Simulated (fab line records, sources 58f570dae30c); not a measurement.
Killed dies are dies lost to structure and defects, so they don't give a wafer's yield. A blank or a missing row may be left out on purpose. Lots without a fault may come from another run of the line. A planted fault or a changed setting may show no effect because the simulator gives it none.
Which tool did it? | flow berkeley_cmos170 | 13 lots, 39 wafers sampled, at 4 steps of a route of 331

WHAT THE GAUGES READ, wafer by wafer
UCB170_PWELL_THK_MEAS_03. Usual: PWELL_OXIDE_THK 26.1 nm, standard deviation 0.55.
lot  | measured    | on            | PWELL_OXIDE_THK (nm) | flag
L230 | day 2 14:49 | film_metro-04 | 25.2 25.1 25.6       |
L231 | day 2 22:18 | film_metro-02 | 26.0 25.8 26.6       |
L232 | day 3 02:49 | film_metro-04 | 25.6 25.4 25.8       |
L233 | day 3 08:55 | film_metro-02 | 26.6 25.8 26.3       |
L234 | day 3 13:08 | film_metro-02 | 25.9 26.6 26.5       |
L236 | day 3 20:29 | film_metro-04 | 26.4 26.5 25.8       |
L235 | day 3 20:29 | film_metro-02 | 25.3 25.0 25.2       |
L238 | day 4 09:07 | film_metro-02 | 26.4 26.2 26.4       |
L237 | day 4 09:07 | film_metro-04 | 26.1 26.1 26.2       |
L240 | day 4 20:26 | film_metro-04 | 25.9 26.3 26.2       |
L251 | day 7 00:08 | film_metro-04 | 26.1 26.0 26.1       |
L249 | day 7 00:09 | film_metro-01 | 25.2 24.9 24.9       |
L253 | day 7 07:00 | film_metro-04 | 25.8 25.7 25.5       |

UCB170_V2_BOW_MEAS_03. Usual: V2_BOW 35 um, standard deviation 7.5.
lot  | measured     | on            | V2_BOW (um) | flag
L230 | day 7 02:51  | film_metro-03 | 31 30 35    |
L231 | day 7 14:20  | film_metro-01 | 40 18 34    |
L232 | day 7 15:46  | film_metro-02 | 33 36 47    |
L233 | day 8 03:28  | film_metro-03 | 22 31 20    |
L234 | day 8 03:59  | film_metro-01 | 50 28 51    |
L236 | day 8 13:32  | film_metro-01 | 45 42 33    |
L235 | day 8 14:02  | film_metro-02 | 50 41 30    |
L238 | day 9 00:05  | film_metro-01 | 40 30 43    |
L237 | day 8 14:00  | film_metro-03 | 32 37 21    |
L240 | day 10 00:37 | film_metro-01 | 43 51 46    |
L251 | day 11 21:07 | film_metro-03 | 34 35 28    |
L249 | day 11 20:41 | film_metro-03 | 38 41 34    |
L253 | day 12 13:31 | film_metro-02 | 35 28 43    |

WHICH TOOL RAN EACH LOT (tool, then ch and the chambers of the sampled wafers, then the start)
lot  | UCB170_ACTIVE_STRIP_16              | UCB170_PVT_STRIP_08
L230 | plasma_asher-02 ch 0, day 3 23:07   | plasma_asher-01 ch 0, day 5 04:28
L231 | plasma_asher-01 ch 0,1, day 4 09:50 | plasma_asher-03 ch 0,1, day 5 16:24
L232 | plasma_asher-02 ch 0,1, day 4 09:36 | plasma_asher-01 ch 0, day 5 16:11
L233 | plasma_asher-02 ch 0,1, day 4 17:06 | plasma_asher-03 ch 0,1, day 6 01:25
L234 | plasma_asher-01 ch 0,1, day 5 00:27 | plasma_asher-01 ch 0,1, day 6 10:03
L236 | plasma_asher-01 ch 0,1, day 5 06:38 | plasma_asher-02 ch 0,1, day 6 17:19
L235 | plasma_asher-02 ch 0,1, day 5 05:54 | plasma_asher-01 ch 0,1, day 6 17:28
L238 | plasma_asher-01 ch 0,1, day 5 18:26 | plasma_asher-01 ch 0,1, day 7 00:29
L237 | plasma_asher-01 ch 0,1, day 5 18:11 | plasma_asher-01 ch 0,1, day 7 00:47
L240 | plasma_asher-02 ch 0,1, day 6 10:53 | plasma_asher-01 ch 0,1, day 7 23:39
L251 | plasma_asher-02 ch 1, day 8 08:02   | plasma_asher-01 ch 0,1, day 9 20:17
L249 | plasma_asher-04 ch 0,1, day 8 07:50 | plasma_asher-03 ch 0,1, day 9 19:19
L253 | plasma_asher-04 ch 0,1, day 8 22:40 | plasma_asher-02 ch 0,1, day 10 10:23
- UCB170_ACTIVE_STRIP_16: strips in O2.
- UCB170_PVT_STRIP_08: strips in O2.

WHAT THE TOOLS THEMSELVES READ (means of the sampled wafers that have a number; where no wafer has one, the mark that the record gives instead)
UCB170_ACTIVE_STRIP_16. Usual: drypump_motor_current_A 5.6 A, standard deviation 0.41; oes_product_au 0.721 a.u., standard deviation 0.0045; strip_time_to_endpoint_s 18.12 s, standard deviation 0.091.
lot  | tool            | drypump_motor_current_A (A) | oes_product_au (a.u.) | strip_time_to_endpoint_s (s) | flag
L230 | plasma_asher-02 | 5.9                         | 0.721                 | 18.06                        |
L231 | plasma_asher-01 | 5.6                         | 0.720                 | 18.15                        |
L232 | plasma_asher-02 | 6.1                         | 0.723                 | 18.18                        |
L233 | plasma_asher-02 | 6.1                         | 0.722                 | 18.17                        |
L234 | plasma_asher-01 | 5.4                         | 0.721                 | 18.05                        |
L236 | plasma_asher-01 | 5.4                         | 0.721                 | 18.21                        |
L235 | plasma_asher-02 | 6.0                         | 0.717                 | 18.04                        |
L238 | plasma_asher-01 | 5.4                         | 0.725                 | 17.86                        |
L237 | plasma_asher-01 | 5.4                         | 0.724                 | 18.00                        |
L240 | plasma_asher-02 | 6.0                         | 0.720                 | 18.12                        |
L251 | plasma_asher-02 | 6.2                         | 0.723                 | 18.11                        |
L249 | plasma_asher-04 | 5.0                         | 0.718                 | 18.30                        |
L253 | plasma_asher-04 | 5.0                         | 0.724                 | 18.05                        |

UCB170_PVT_STRIP_08. Usual: drypump_motor_current_A 5.9 A, standard deviation 0.51; oes_product_au 0.734 a.u., standard deviation 0.0047; strip_time_to_endpoint_s 21.64 s, standard deviation 0.058.
lot  | tool            | drypump_motor_current_A (A) | oes_product_au (a.u.) | strip_time_to_endpoint_s (s) | flag
L230 | plasma_asher-01 | 5.2                         | 0.735                 | 21.70                        |
L231 | plasma_asher-03 | 6.6                         | 0.740                 | 21.64                        |
L232 | plasma_asher-01 | 5.2                         | 0.732                 | 21.63                        |
L233 | plasma_asher-03 | 6.6                         | 0.736                 | 21.61                        |
L234 | plasma_asher-01 | 5.4                         | 0.734                 | 21.62                        |
L236 | plasma_asher-02 | 6.1                         | 0.731                 | 21.61                        |
L235 | plasma_asher-01 | 5.6                         | 0.733                 | 21.64                        |
L238 | plasma_asher-01 | 5.6                         | 0.734                 | 21.57                        |
L237 | plasma_asher-01 | 5.6                         | 0.733                 | 21.68                        |
L240 | plasma_asher-01 | 5.6                         | 0.737                 | 21.63                        |
L251 | plasma_asher-01 | 5.6                         | 0.730                 | 21.64                        |
L249 | plasma_asher-03 | 6.6                         | 0.739                 | 21.61                        |
L253 | plasma_asher-02 | 5.9                         | 0.733                 | 21.65                        |

THE ANSWER, worked out from the rows above alone
Rule: a lot is off if the mean of its wafers that have a number lies more than 3 standard deviations from the usual mean. A lot without any number at a reading at which 4 lots or more have one is off too. The other lots that the step has rows for count as sound. The gauges are gone through in route order, then the tools' own readings, and for those a lot's mean is taken as printed above. The first step at which some lot is off is used, and at that step the reading that is off furthest; a lot without a number counts as furthest.
No lot is off at any reading shown: from this, nothing can be told.

WHAT THE SIMULATOR HAD PUT IN
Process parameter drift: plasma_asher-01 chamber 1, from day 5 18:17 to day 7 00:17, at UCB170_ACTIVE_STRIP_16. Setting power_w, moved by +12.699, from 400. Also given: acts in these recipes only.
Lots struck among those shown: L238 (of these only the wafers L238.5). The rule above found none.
